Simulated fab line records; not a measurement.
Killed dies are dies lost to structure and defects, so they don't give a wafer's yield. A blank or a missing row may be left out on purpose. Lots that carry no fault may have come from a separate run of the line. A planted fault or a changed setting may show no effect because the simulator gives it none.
One fault seen from 2 desks / flow rit_cmos / every desk sees just its own numbers, and what lay behind them comes last

TOOL OWNER'S DESK, pvd_sputter-04
The tool's own readings at RIT_SILICIDE_SPUTTER_01 (material Ti, target thk 30 nm, time 246.8 s): means of the sampled wafers that have a number, for each lot that ran on this tool. Marked OUT: a lot whose mean sits more than 4 standard deviations from the usual mean, which makes it out of limits; the brackets give that distance.
Columns: A = throttle_valve_pct at RIT_SILICIDE_SPUTTER_01, usual 29.9 %
lot=L312; first seen here=day 5 01:55; A=31.0
lot=L314; first seen here=day 5 10:40; A=30.2
lot=L323; first seen here=day 7 21:04; A=30.2
This desk found nothing out of limits on any of the 3 lots.

AT THE METROLOGY DESK
What the gauges read, lot by lot, whatever tool the lot ran on: means of the sampled wafers that have a number. Marked OUT: a lot whose mean sits more than 4 standard deviations from the usual mean, which makes it out of limits; the brackets give that distance.
Columns: A = SILICIDE_TI_RS at RIT_SILICIDE_RS_MEAS_02, usual 46.2 ohm/sq; B = SILICIDE_TI_THK at RIT_SILICIDE_THK_MEAS_03, usual 30.7 nm
lot=L304; first seen here=day 3 10:31; A=46.4; B=30.6
lot=L305; first seen here=day 3 15:39; A=45.3; B=31.1
lot=L306; first seen here=day 3 18:16; A=46.2; B=30.7
lot=L307; first seen here=day 3 20:52; A=45.9; B=30.8
lot=L308; first seen here=day 4 09:35; A=46.8; B=30.3
lot=L310; first seen here=day 4 13:07; A=46.2; B=30.6
lot=L311; first seen here=day 5 00:00; A=45.9; B=30.7
lot=L312; first seen here=day 5 02:04; A=45.4; B=31.1
lot=L313; first seen here=day 5 07:01; A=46.4; B=30.4
lot=L314; first seen here=day 5 10:49; A=45.8; B=30.7
lot=L315; first seen here=day 5 20:39; A=46.0; B=30.8
lot=L317; first seen here=day 5 23:43; A=46.9; B=30.4
lot=L323; first seen here=day 7 21:13; A=44.8; B=31.5
This desk found nothing out of limits on any of the 13 lots.

TAKEN TOGETHER
The desk of the tool owner found nothing out of limits.
From the metrology desk's view, nothing was out of limits.

WHAT THE SIMULATOR HAD PUT IN
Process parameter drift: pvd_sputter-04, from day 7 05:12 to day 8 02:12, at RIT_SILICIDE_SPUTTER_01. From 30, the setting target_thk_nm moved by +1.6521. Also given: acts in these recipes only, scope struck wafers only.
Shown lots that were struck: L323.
